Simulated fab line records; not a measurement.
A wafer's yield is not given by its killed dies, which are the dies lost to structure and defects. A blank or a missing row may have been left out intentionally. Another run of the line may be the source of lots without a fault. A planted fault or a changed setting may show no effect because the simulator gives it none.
fab line records	flow ritCmos
record lots=14	wafers=42	lastDay=7
route steps=202 shown NLDD@160 SILICIDE@167 CONTACT@180 M1@201
lots untouched by any fault: they come from a run of this same line in which no faults occurred
startH: the number of hours between the record's first day and the start of the first shown wafer of the lot	waitH: how many hours have passed since the lot's step before this one	" identical to the entry in the row above	L1.1+2: one row covering several wafers at once	- no value, or no start was given	* or withheld: withheld	< > ~ a bound
route shown NAME@n: NAME is a module with steps in the file, n the number in the route of the first one	usual: the fault-free wafers' mean and standard deviation	same: alike in all rows	chamber/n: place in a boat	sites: the reading at each site	_std_site: standard deviation of those values	_edge_site: mean of outer sites minus mean of inner sites	radiusMm: how far each site lies from the wafer's centre	mask NAME#n: copy n	behind: tool/chamber where the wafer was last shaped	hold: reason for holding the lot/hours on hold/outcome of the hold	device: whichever transistor did not switch (one of n, p or np)	end of line: tests of these same wafers at the route's end	step lacking rows: just its recipe	killed: count of dies lost to structure and defects at first sort (not the wafer's yield)	map: per-die view of a wafer (x killed, . not killed, _ where there is no die)
set.NAME: the setting the step ran with; set.NAME@STEP: the setting that earlier step ran with	model.NAME: the simulator's own value behind a step, which no gauge read
steps of the route over a sample of lots; a table a step, a row a wafer
services: when a tool's chamber went out of use (startH, in hours from the record's first day, below 0 if earlier), for how many hours, and the reason
## steps
# step RIT_SDANNEAL_RS_MEAS_07
# recipe thkMeasGauge=four-point-probe
# usual NLDD_RS=151.6/0.5
lot.wafer	tool	chamber	startH	waitH	NLDD_RS[ohm/sq]
L960.2	filmMetro-01	-	70.55	0.1	150.6
L960.5	"	-	"	"	150.7
L960.6	"	-	"	"	150.6
L961.1	filmMetro-03	-	75.74	0.1	152.2
L961.2	"	-	"	"	152.3
L961.5	"	-	"	"	152.7
L962.3	filmMetro-03	-	82.60	0.1	152.6
L962.5	"	-	"	"	153.0
L962.6	"	-	"	"	151.8
L963.2	filmMetro-01	-	91.68	0.1	151.1
L963.3	"	-	"	"	151.6
L963.6	"	-	"	"	152.0
L964.2	filmMetro-02	-	94.58	0.1	151.7
L964.3	"	-	"	"	152.1
L964.6	"	-	"	"	151.5
L965.1	filmMetro-01	-	99.54	0.1	151.9
L965.2	"	-	"	"	152.0
L965.4	"	-	"	"	151.5
L966.1	filmMetro-03	-	102.77	0.1	151.4
L966.2	"	-	"	"	151.2
L966.3	"	-	"	"	151.5
L967.2	filmMetro-03	-	107.92	0.1	151.8
L967.3	"	-	"	"	151.8
L967.4	"	-	"	"	152.6
L969.2	filmMetro-02	-	115.57	0.1	152.0
L969.3	"	-	"	"	152.2
L969.6	"	-	"	"	151.7
L973.1	filmMetro-02	-	135.46	0.1	151.7
L973.5	"	-	"	"	151.7
L973.6	"	-	"	"	151.6
L974.1	filmMetro-01	-	139.64	0.1	151.5
L974.3	"	-	"	"	151.8
L974.6	"	-	"	"	151.7
L976.1	filmMetro-02	-	149.65	0.1	151.8
L976.4	"	-	"	"	151.8
L976.6	"	-	"	"	152.1
L978.1	filmMetro-02	-	159.55	0.1	151.8
L978.4	"	-	"	"	151.7
L978.6	"	-	"	"	151.6
L979.2	filmMetro-03	-	164.51	0.1	151.3
L979.4	"	-	"	"	151.2
L979.6	"	-	"	"	151.7
# step RIT_SILICIDE_RTA_06
# recipe tempC=750	timeS=10	idleTempC=25	rampUpS=5	rampDownS=10	coolToC=25	ambient=N2
# usual wafer_temp_C_max=752.9/0.78
lot.wafer	tool	chamber	startH	waitH	wafer_temp_C_max
L960.2	rtpAnneal-02	0	71.11	0.0	753.1
L960.5	"	0	"	"	753.4
L960.6	"	0	"	"	754.2
L961.1	rtpAnneal-01	0	76.32	0.0	753.2
L961.2	"	0	"	"	752.1
L961.5	"	0	"	"	752.5
L962.3	rtpAnneal-02	0	83.15	0.0	753.6
L962.5	"	0	"	"	754.0
L962.6	"	0	"	"	754.2
L963.2	rtpAnneal-01	0	92.24	0.0	753.3
L963.3	"	0	"	"	753.0
L963.6	"	0	"	"	753.1
L964.2	rtpAnneal-02	0	95.15	0.0	753.6
L964.3	"	0	"	"	753.2
L964.6	"	0	"	"	754.0
L965.1	rtpAnneal-01	0	100.11	0.0	752.0
L965.2	"	0	"	"	752.3
L965.4	"	0	"	"	751.4
L966.1	rtpAnneal-02	0	103.34	0.0	753.5
L966.2	"	0	"	"	753.0
L966.3	"	0	"	"	754.0
L967.2	rtpAnneal-01	0	108.48	0.0	752.9
L967.3	"	0	"	"	752.9
L967.4	"	0	"	"	752.6
L969.2	rtpAnneal-01	0	116.13	0.0	751.5
L969.3	"	0	"	"	752.0
L969.6	"	0	"	"	752.6
L973.1	rtpAnneal-02	0	136.03	0.0	753.7
L973.5	"	0	"	"	752.4
L973.6	"	0	"	"	752.5
L974.1	rtpAnneal-01	0	140.21	0.0	752.4
L974.3	"	0	"	"	751.9
L974.6	"	0	"	"	751.9
L976.1	rtpAnneal-01	0	150.22	0.0	752.7
L976.4	"	0	"	"	752.9
L976.6	"	0	"	"	752.1
L978.1	rtpAnneal-01	0	160.12	0.0	751.9
L978.4	"	0	"	"	752.4
L978.6	"	0	"	"	751.9
L979.2	rtpAnneal-02	0	165.09	0.0	752.9
L979.4	"	0	"	"	753.8
L979.6	"	0	"	"	752.6
# step RIT_CONTACT_STRIP_12
# recipe chemistry=O2	timeS=180	resist=NOVOLAK	platenTempC=withheld	powerW=500	pressureMtorr=4000	o2FlowSccm=4000
# usual drypumpMotorCurrentA=5.4/0.49	runLengthS=208.2/0.46
lot.wafer	tool	chamber	startH	waitH	drypumpMotorCurrentA	rfHoursCounterH	runLengthS
L960.2	plasmaAsher-01	1	72.87	0.1	4.8	44	208.7
L960.5	"	0	"	"	6.2	-	207.6
L960.6	"	1	"	"	4.8	-	208.5
L961.1	plasmaAsher-04	0	77.96	0.1	5.2	29	208.4
L961.2	"	1	"	"	5.6	29	208.3
L961.5	"	0	"	"	5.2	-	208.0
L962.3	plasmaAsher-01	0	84.83	0.2	6.1	-	207.7
L962.5	"	0	"	"	6.1	-	207.8
L962.6	"	1	"	"	4.8	-	208.5
L963.2	plasmaAsher-04	0	94.07	0.1	5.2	31	208.2
L963.3	"	1	"	"	5.6	-	207.8
L963.6	"	1	"	"	5.6	-	207.6
L964.2	plasmaAsher-04	0	97.10	0.2	5.2	31	207.8
L964.3	"	1	"	"	5.6	-	208.1
L964.6	"	1	"	"	5.6	-	207.6
L965.1	plasmaAsher-01	0	102.20	0.1	6.2	47	207.6
L965.2	"	1	"	"	4.8	47	208.7
L965.4	"	0	"	"	6.2	-	207.8
L966.1	plasmaAsher-04	1	104.99	0.1	5.5	32	207.9
L966.2	"	0	"	"	5.2	32	207.9
L966.3	"	0	"	"	5.2	-	207.9
L967.2	plasmaAsher-01	0	110.20	0.1	6.1	48	207.7
L967.3	"	1	"	"	4.8	-	208.6
L967.4	"	0	"	"	6.1	-	207.6
L969.2	plasmaAsher-02	0	117.93	0.1	5.7	0	208.5
L969.3	"	0	"	"	5.7	-	208.8
L969.6	"	0	"	"	5.7	-	208.3
L973.1	plasmaAsher-04	0	137.80	0.1	5.2	37	231.5
L973.5	"	0	"	"	5.2	-	231.9
L973.6	"	1	"	"	5.6	-	207.6
L974.1	plasmaAsher-04	0	141.86	0.1	5.2	37	231.4
L974.3	"	0	"	"	5.2	-	231.9
L974.6	"	0	"	"	5.2	-	231.3
L976.1	plasmaAsher-02	0	151.91	0.1	5.7	3	208.2
L976.4	"	1	"	"	5.4	-	208.1
L976.6	"	1	"	"	5.4	-	208.0
L978.1	plasmaAsher-01	0	161.91	0.2	6.2	53	207.7
L978.4	"	1	"	"	4.8	-	208.5
L978.6	"	0	"	"	6.1	-	207.6
L979.2	plasmaAsher-01	1	166.89	0.1	4.8	54	209.0
L979.4	"	0	"	"	6.2	-	207.6
L979.6	"	1	"	"	4.8	-	208.9
# step RIT_M1_BOW_MEAS_16
# recipe mode=bow
# usual M1_BOW=17/6.4
lot.wafer	tool	chamber	startH	waitH	M1_BOW[um]
L960.2	filmMetro-03	-	78.12	0.0	22
L960.5	"	-	"	"	20
L960.6	"	-	"	"	15
L961.1	filmMetro-02	-	82.72	0.0	20
L961.2	"	-	"	"	22
L961.5	"	-	"	"	13
L962.3	filmMetro-01	-	89.36	0.0	14
L962.5	"	-	"	"	11
L962.6	"	-	"	"	25
L963.2	filmMetro-02	-	99.77	0.0	7
L963.3	"	-	"	"	11
L963.6	"	-	"	"	9
L964.2	filmMetro-03	-	101.69	0.0	18
L964.3	"	-	"	"	24
L964.6	"	-	"	"	21
L965.1	filmMetro-02	-	106.74	0.0	18
L965.2	"	-	"	"	17
L965.4	"	-	"	"	10
L966.1	filmMetro-01	-	110.36	0.0	15
L966.2	"	-	"	"	13
L966.3	"	-	"	"	17
L967.2	filmMetro-02	-	115.72	0.0	14
L967.3	"	-	"	"	15
L967.4	"	-	"	"	22
L969.2	filmMetro-02	-	123.37	0.0	7
L969.3	"	-	"	"	8
L969.6	"	-	"	"	14
L973.1	filmMetro-01	-	142.52	0.0	20
L973.5	"	-	"	"	11
L973.6	"	-	"	"	8
L974.1	filmMetro-03	-	146.52	0.0	10
L974.3	"	-	"	"	12
L974.6	"	-	"	"	7
L976.1	filmMetro-02	-	156.45	0.0	23
L976.4	"	-	"	"	14
L976.6	"	-	"	"	19
L978.1	filmMetro-02	-	166.45	0.0	16
L978.4	"	-	"	"	19
L978.6	"	-	"	"	18
L979.2	filmMetro-03	-	171.45	0.0	14
L979.4	"	-	"	"	3
L979.6	"	-	"	"	22
# step RIT_M1_PROBE_99
# usual killed_at_M0_to_M3=0.0/0.14	killedAtContacts=0.0/0.22	killedAtFrontEnd=6.9/3	killedDies=6.9/3	killedOpen=3.5/2	killedShort=3.4/2.1
# same grossDies=264	killed_at_M4_up=0	killedAtBackSide=0	killedAtOther=0
lot.wafer	tool	chamber	startH	waitH	killed_at_M0_to_M3	killedAtContacts	killedAtFrontEnd	killedDies	killedOpen	killedShort
L960.2	prober-01	-	78.27	0.1	0	0	4	4	1	3
L960.5	prober-01	-	78.42	0.2	0	0	9	9	3	6
L960.6	prober-01	-	78.47	0.2	0	0	7	7	3	4
L961.1	prober-02	-	82.84	0.1	0	0	9	9	3	6
L961.2	prober-02	-	82.89	0.1	0	0	6	6	3	3
L961.5	prober-02	-	83.04	0.2	0	0	5	5	2	3
L962.3	prober-01	-	89.54	0.2	0	0	7	7	4	3
L962.5	prober-01	-	89.64	0.2	0	0	1	1	0	1
L962.6	prober-01	-	89.69	0.2	0	0	5	5	2	3
L963.2	prober-02	-	99.92	0.1	0	0	14	14	8	6
L963.3	prober-02	-	99.97	0.2	0	0	8	8	3	5
L963.6	prober-02	-	100.12	0.2	1	0	8	9	0	9
L964.2	prober-01	-	101.84	0.1	0	0	8	8	4	4
L964.3	prober-01	-	101.89	0.2	0	0	4	4	3	1
L964.6	prober-01	-	102.04	0.2	0	0	2	2	1	1
L965.1	prober-02	-	106.86	0.1	0	0	4	4	3	1
L965.2	prober-02	-	106.91	0.1	0	1	5	6	2	4
L965.4	prober-02	-	107.01	0.2	0	0	6	6	3	3
L966.1	prober-01	-	110.48	0.1	0	0	7	7	1	6
L966.2	prober-01	-	110.53	0.1	0	0	11	11	2	9
L966.3	prober-01	-	110.58	0.2	0	0	7	7	3	4
L967.2	prober-02	-	115.87	0.1	0	0	8	8	4	4
L967.3	prober-02	-	115.92	0.2	0	0	5	5	2	3
L967.4	prober-02	-	115.97	0.2	0	0	4	4	3	1
L969.2	prober-02	-	123.52	0.1	0	0	11	11	4	7
L969.3	prober-02	-	123.57	0.2	0	0	8	8	6	2
L969.6	prober-02	-	123.72	0.2	0	0	9	9	4	5
L973.1	prober-02	-	142.64	0.1	0	0	7	7	2	5
L973.5	prober-02	-	142.84	0.2	0	0	10	10	1	9
L973.6	prober-02	-	142.89	0.2	0	0	8	8	3	5
L974.1	prober-01	-	146.64	0.1	0	0	7	7	2	4
L974.3	prober-01	-	146.74	0.2	0	0	4	4	2	2
L974.6	prober-01	-	146.89	0.2	0	0	8	8	4	4
L976.1	prober-01	-	156.57	0.1	0	0	4	4	1	3
L976.4	prober-01	-	156.72	0.2	0	0	7	7	2	5
L976.6	prober-01	-	156.82	0.2	0	0	8	8	5	3
L978.1	prober-01	-	166.57	0.1	0	0	5	5	2	3
L978.4	prober-01	-	166.72	0.2	0	0	7	7	1	6
L978.6	prober-01	-	166.82	0.2	0	0	5	5	0	5
L979.2	prober-02	-	171.60	0.1	0	0	3	3	1	2
L979.4	prober-02	-	171.70	0.2	0	0	3	3	2	1
L979.6	prober-02	-	171.80	0.2	0	0	4	4	3	1
# killed by level:class
L960.2 GATE:geometricParticle:short=2 FOX1:geometricParticle:short=1 REOX:geometricParticle:open=1
L960.5 GATE:geometricParticle:short=3 REOX:geometricParticle:short=2 SPACER:geometricParticle:open=2 GATE:geometricParticle:open=1 SPACER:geometricParticle:short=1
L960.6 GATE:geometricParticle:short=2 FOX1:geometricParticle:open=1 FOX2:geometricParticle:short=1 GATE:geometricParticle:open=1 SPACER:geometricParticle:open=1 SPACER:geometricParticle:short=1
L961.1 REOX:geometricParticle:short=3 GATE:geometricParticle:short=2 FOX1:geometricParticle:open=1 GATE:geometricParticle:open=1 SILICIDE:geometricParticle:open=1 SILICIDE:geometricParticle:short=1
L961.2 GATE:geometricParticle:short=3 GATE:geometricParticle:open=3
L961.5 SPACER:geometricParticle:short=3 GATE:geometricParticle:open=1 SILICIDE:geometricParticle:open=1
L962.3 REOX:geometricParticle:open=3 FOX2:geometricParticle:open=1 FOX2:geometricParticle:short=1 GATE:geometricParticle:short=1 SPACER:geometricParticle:short=1
L962.5 GATE:geometricParticle:short=1
L962.6 FOX1:geometricParticle:short=1 FOX2:geometricParticle:short=1 GATE:geometricParticle:short=1 GATE:geometricParticle:open=1 REOX:geometricParticle:open=1
L963.2 GATE:geometricParticle:open=4 GATE:geometricParticle:short=3 FOX1:geometricParticle:open=2 SPACER:geometricParticle:open=2 FOX2:geometricParticle:short=1 SPACER:geometricParticle:short=1 SILICIDE:geometricParticle:short=1
L963.3 SPACER:geometricParticle:short=4 GATE:geometricParticle:open=2 GATE:geometricParticle:short=1 SPACER:geometricParticle:open=1
L963.6 GATE:geometricParticle:short=3 FOX1:geometricParticle:short=2 FOX2:geometricParticle:short=2 SPACER:geometricParticle:short=1 M1:geometricParticle:short=1
L964.2 GATE:geometricParticle:open=4 GATE:geometricParticle:short=2 FOX1:geometricParticle:short=1 SILICIDE:geometricParticle:short=1
L964.3 FOX2:geometricParticle:short=1 GATE:geometricParticle:open=1 SPACER:geometricParticle:open=1 SILICIDE:geometricParticle:open=1
L964.6 FOX2:geometricParticle:short=1 GATE:geometricParticle:open=1
L965.1 GATE:geometricParticle:open=2 GATE:geometricParticle:short=1 SPACER:geometricParticle:open=1
L965.2 GATE:geometricParticle:open=2 FOX1:geometricParticle:short=1 REOX:geometricParticle:short=1 SILICIDE:geometricParticle:short=1 CONTACT:geometricParticle:short=1
L965.4 FOX1:geometricParticle:short=1 GATE:geometricParticle:short=1 GATE:geometricParticle:open=1 REOX:geometricParticle:open=1 SPACER:geometricParticle:short=1 SILICIDE:geometricParticle:open=1
L966.1 GATE:geometricParticle:short=4 REOX:geometricParticle:short=2 FOX2:geometricParticle:open=1
L966.2 REOX:geometricParticle:short=4 FOX1:geometricParticle:short=2 GATE:geometricParticle:open=2 GATE:geometricParticle:short=2 SILICIDE:geometricParticle:short=1
L966.3 GATE:geometricParticle:short=2 SPACER:geometricParticle:short=2 FOX1:geometricParticle:open=1 GATE:geometricParticle:open=1 REOX:geometricParticle:open=1
L967.2 GATE:geometricParticle:open=3 GATE:geometricParticle:short=2 FOX1:geometricParticle:short=1 FOX1:geometricParticle:open=1 SILICIDE:geometricParticle:short=1
L967.3 GATE:geometricParticle:short=2 FOX1:geometricParticle:open=1 GATE:geometricParticle:open=1 SPACER:geometricParticle:short=1
L967.4 FOX1:geometricParticle:open=1 FOX2:geometricParticle:open=1 REOX:geometricParticle:open=1 REOX:geometricParticle:short=1
L969.2 SILICIDE:geometricParticle:short=3 FOX2:geometricParticle:short=2 GATE:geometricParticle:open=2 GATE:geometricParticle:short=2 REOX:geometricParticle:open=1 SILICIDE:geometricParticle:open=1
L969.3 REOX:geometricParticle:open=2 SPACER:geometricParticle:open=2 GATE:geometricParticle:open=1 REOX:geometricParticle:short=1 SPACER:geometricParticle:short=1 SILICIDE:geometricParticle:open=1
L969.6 FOX2:geometricParticle:short=3 SILICIDE:geometricParticle:open=2 GATE:geometricParticle:short=1 GATE:geometricParticle:open=1 REOX:geometricParticle:short=1 SPACER:geometricParticle:open=1
L973.1 GATE:geometricParticle:open=2 GATE:geometricParticle:short=2 FOX1:geometricParticle:short=1 FOX2:geometricParticle:short=1 REOX:geometricParticle:short=1
L973.5 GATE:geometricParticle:short=6 FOX1:geometricParticle:short=1 FOX2:geometricParticle:open=1 REOX:geometricParticle:short=1 SPACER:geometricParticle:short=1
L973.6 GATE:geometricParticle:short=5 GATE:geometricParticle:open=2 FOX2:geometricParticle:open=1
L974.1 FOX1:geometricParticle:open=1 FOX1:geometricParticle:short=1 GATE:geometricParticle:open=1 GATE:geometricParticle:short=1 REOX:geometricParticle:short=1 SPACER:geometricParticle:short=1 NWELL:coatMicrobubblePrinted=1
L974.3 FOX1:geometricParticle:open=1 GATE:geometricParticle:short=1 SPACER:geometricParticle:short=1 SPACER:geometricParticle:open=1
L974.6 GATE:geometricParticle:open=2 FOX1:geometricParticle:short=1 FOX2:geometricParticle:open=1 GATE:geometricParticle:short=1 REOX:geometricParticle:short=1 REOX:geometricParticle:open=1 SILICIDE:geometricParticle:short=1
L976.1 GATE:geometricParticle:short=3 SILICIDE:geometricParticle:open=1
L976.4 GATE:geometricParticle:short=4 GATE:geometricParticle:open=2 SPACER:geometricParticle:short=1
L976.6 GATE:geometricParticle:open=4 ACTIVE:geometricParticle:short=1 GATE:geometricParticle:short=1 SILICIDE:geometricParticle:short=1 SILICIDE:geometricParticle:open=1
L978.1 SILICIDE:geometricParticle:short=2 FOX1:geometricParticle:open=1 FOX2:geometricParticle:short=1 GATE:geometricParticle:open=1
L978.4 SPACER:geometricParticle:short=2 SILICIDE:geometricParticle:short=2 FOX1:geometricParticle:open=1 GATE:geometricParticle:short=1 REOX:geometricParticle:short=1
L978.6 FOX1:geometricParticle:short=2 GATE:geometricParticle:short=2 SILICIDE:geometricParticle:short=1
L979.2 FOX1:geometricParticle:short=1 SPACER:geometricParticle:open=1 SILICIDE:geometricParticle:short=1
L979.4 GATE:geometricParticle:open=2 SILICIDE:geometricParticle:short=1
L979.6 GATE:geometricParticle:open=2 FOX2:geometricParticle:open=1 GATE:geometricParticle:short=1
## services
tool	chamber	startH	hours	kind
plasmaAsher-02	-	70.02	8.1	repair
plasmaAsher-01	-	74.99	3.2	repair
plasmaAsher-01	-	90.39	5.1	repair
plasmaAsher-02	-	108.75	9.0	pm
plasmaAsher-02	0	108.75	9.0	ventCycle
plasmaAsher-02	1	108.75	9.0	ventCycle
rtpAnneal-02	-	115.26	4.0	pm
plasmaAsher-01	-	115.79	4.3	repair
plasmaAsher-02	0	117.75	-	clean
plasmaAsher-02	1	117.75	-	clean
## key
firstSign step=RIT_CONTACT_STRIP_12	reading=runLengthS	direction=up	sigmas=51	usual=*	struck=*
effect none on later readings
metAt RIT_CONTACT_STRIP_12
struckLots L973,L974
struckWafers L973.1,L973.5,L974.1,L974.3,L974.6
testerLeftOut L973,L974
notActingAt RIT_SDANNEAL_RS_MEAS_07,RIT_SILICIDE_RTA_06,RIT_M1_BOW_MEAS_16
onsetBetween 104.99 137.80
fault kind=processParameterDrift	tool=plasmaAsher-04	chamber=0	onsetH=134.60	steps=RIT_CONTACT_STRIP_12	channel=timeS	offset=*	shape=step	endH=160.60	actsIn=*	stated=*
# testerLeftOut: of these lots the tester's yield and bins aren't shown, on N5 and GAA mostly nor the transistor test; their killed dies are dies lost to structure and defects alone, not to doping, threshold or leakage, so they don't give the yield
